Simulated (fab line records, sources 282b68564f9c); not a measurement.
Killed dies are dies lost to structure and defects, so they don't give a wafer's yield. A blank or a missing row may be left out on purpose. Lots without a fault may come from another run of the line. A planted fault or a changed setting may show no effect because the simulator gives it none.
Problem report in the 8D (eight disciplines) form, filled by code | flow rit_cmos | the parts of the form that need people (team, actions taken, sign-off) are left out

1. THE PROBLEM
PSD_RS at RIT_SDANNEAL_RS_MEAS_04 reads a mean of 72.56 ohm/sq on 6 wafers of 2 lots; wafers without a fault read 115.70 ohm/sq with a standard deviation of 0.27. That is -99 or more standard deviations from the usual mean.
The step: measures by four-point-probe.
First seen on wafer L869.3, day 5 11:25, on film_metro-02. The record holds 42 wafers of 14 lots with a number at this step. Rule for "out", or "out of limits": more than 4 standard deviations from the usual mean. The other wafers with a number count as sound.

2. WHAT IT IS AND WHAT IT IS NOT
question                    | is                     | is not
which readings at this step | PSD_RS                 | -
which lots                  | L869, L871             | L859, L862, L863, L864, L865, L866, L867, L874, L876, L878, L880, L882
which wafers of those lots  | all that have a number | -
read on which gauges        | film_metro-02          | film_metro-01, film_metro-04
when                        | from day 5 11:25       | up to then (21 sound wafers); but 15 sound wafers of L874, L876, L878, L880, L882 came after

3. SUSPECTS, AND WHAT RULES EACH OUT
Counting: a tool at a process step up to the reading stays a suspect if it ran every lot that is out and no sound lot after the first of them.
- the gauge at RIT_SDANNEAL_RS_MEAS_04: kept. All the wafers that are out were read on film_metro-02, and no step on other tools shows them out.
- rtp_anneal-01 at RIT_SDANNEAL_RTA_03 (time 5 s): kept. It ran every lot that is out, first L869 (day 5 11:20), and no sound lot after that; its last sound lot up to then is L867 (day 5 04:28).
Left after counting: rtp_anneal-01 at RIT_SDANNEAL_RTA_03, film_metro-02 at RIT_SDANNEAL_RS_MEAS_04.

4. THE CAUSE (what the simulator had put in)
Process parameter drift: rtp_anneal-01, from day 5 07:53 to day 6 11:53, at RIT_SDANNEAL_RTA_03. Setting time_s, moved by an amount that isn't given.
Counting left 2 suspects, and this tool is among them.

5. THE CHAIN OF EFFECTS, in route order
Each row: a reading whose mean over the struck wafers that have a number lies more than 3 standard deviations from the usual. Only readings for which the record gives a usual standard deviation are gone through. hours: the time from each lot's start at the first step in this table that gives one to its start at this step, as a median over the lots. sigmas: the change in usual standard deviations.
hours | step                    | reading | usual         | on struck wafers | change | sigmas
0     | RIT_SDANNEAL_RS_MEAS_04 | PSD_RS  | 115.70 ohm/sq | 72.56            | -43.14 | -99 or more
0     | RIT_SDANNEAL_RS_MEAS_05 | NSD_RS  | 84.4 ohm/sq   | 77.1             | -7.3   | -24
0     | RIT_SDANNEAL_RS_MEAS_06 | PLDD_RS | 178.4 ohm/sq  | 141.3            | -37.1  | -88
0     | RIT_SDANNEAL_RS_MEAS_07 | NLDD_RS | 151.5 ohm/sq  | 142.8            | -8.7   | -14

6. WHAT WOULD HAVE CAUGHT IT SOONER
In this record the first reading out of limits at a measuring or inspecting step was taken at day 5 11:25, 4 hours after the fault began at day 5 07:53.
Of the tool readings at RIT_SDANNEAL_RTA_03 for which the record gives a usual standard deviation, none was out on any struck wafer, so an alarm limit of 4 standard deviations on them would not have fired.
Of the lots that are out (2), L871 began RIT_SDANNEAL_RTA_03 on rtp_anneal-01 after day 5 11:25. A hold on the tool at that time would have spared it.
